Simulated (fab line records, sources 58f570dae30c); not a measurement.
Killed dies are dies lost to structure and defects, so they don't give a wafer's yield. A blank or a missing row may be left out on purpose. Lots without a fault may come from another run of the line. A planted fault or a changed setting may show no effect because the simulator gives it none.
One fault seen from 2 desks | flow berkeley_cmos170 | each desk has only its own numbers; what lay behind them comes last

THE TOOL OWNER'S DESK: pvd_sputter-03
The tool's own readings at UCB170_SILICIDE_SPUTTER_01 (material Ti, target thk 30 nm, time 25 s): means of the sampled wafers that have a number, for each lot that ran on this tool. A lot is out of limits, marked OUT, if its mean lies more than 4 standard deviations from the usual mean; the brackets give that distance.
Columns: A = throttle_valve_pct at UCB170_SILICIDE_SPUTTER_01, usual 29.8 %
lot  | first seen here | A
L351 | day 8 05:52     | 30.1
L356 | day 8 18:17     | 30.3
L362 | day 9 21:13     | 29.6
L364 | day 10 08:59    | 30.3
This desk's finding: nothing out of limits on any of the 4 lots.

THE METROLOGY DESK
What the gauges read, lot by lot, whatever tool the lot ran on: means of the sampled wafers that have a number. A lot is out of limits, marked OUT, if its mean lies more than 4 standard deviations from the usual mean; the brackets give that distance.
Columns: A = SILICIDE_TI_RS at UCB170_SILICIDE_RS_MEAS_02, usual 26.14 ohm/sq; B = SILICIDE_TI_THK at UCB170_SILICIDE_THK_MEAS_03, usual 30.5 nm
lot  | first seen here | A                | B
L349 | day 7 04:01     | 26.21            | 30.1
L351 | day 8 05:56     | 26.20            | 30.3
L352 | day 8 06:15     | 25.92            | 30.5
L354 | day 8 18:02     | 26.23            | 30.7
L356 | day 8 18:20     | 25.80            | 31.2
L360 | day 9 20:21     | 26.29            | 30.7
L361 | day 9 20:22     | 26.18            | 30.3
L359 | day 9 20:53     | 26.38            | 30.2
L362 | day 9 21:16     | 23.71 (-8.7) OUT | 34.2 (+9.0) OUT
L366 | day 10 08:55    | 26.14            | 30.4
L364 | day 10 09:07    | 23.86 (-8.1) OUT | 33.7 (+7.7) OUT
L367 | day 11 01:19    | 25.80            | 30.7
L369 | day 11 11:25    | 25.80            | 30.7
L370 | day 11 22:06    | 25.79            | 30.9
This desk's finding: out of limits on L362, L364; first on L362, day 9 21:16 (SILICIDE_TI_RS at UCB170_SILICIDE_RS_MEAS_02). In limits: L349, L351, L352, L354, L356, L360, L361, L359, L366, L367, L369, L370.

PUT TOGETHER
The metrology desk could have raised an alarm at day 9 21:16, on L362, L364.
The tool owner's desk saw nothing out of limits.
The tool owner's desk has L362, L364 on record, within its limits.
Of the lots named, all ran UCB170_SILICIDE_SPUTTER_01 on pvd_sputter-03.

WHAT THE SIMULATOR HAD PUT IN
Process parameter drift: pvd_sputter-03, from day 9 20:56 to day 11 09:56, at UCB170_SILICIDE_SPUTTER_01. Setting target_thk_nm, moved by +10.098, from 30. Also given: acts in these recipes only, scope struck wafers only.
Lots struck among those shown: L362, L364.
Hours from the fault's start to each desk's first reading out of limits: the metrology desk, 0.
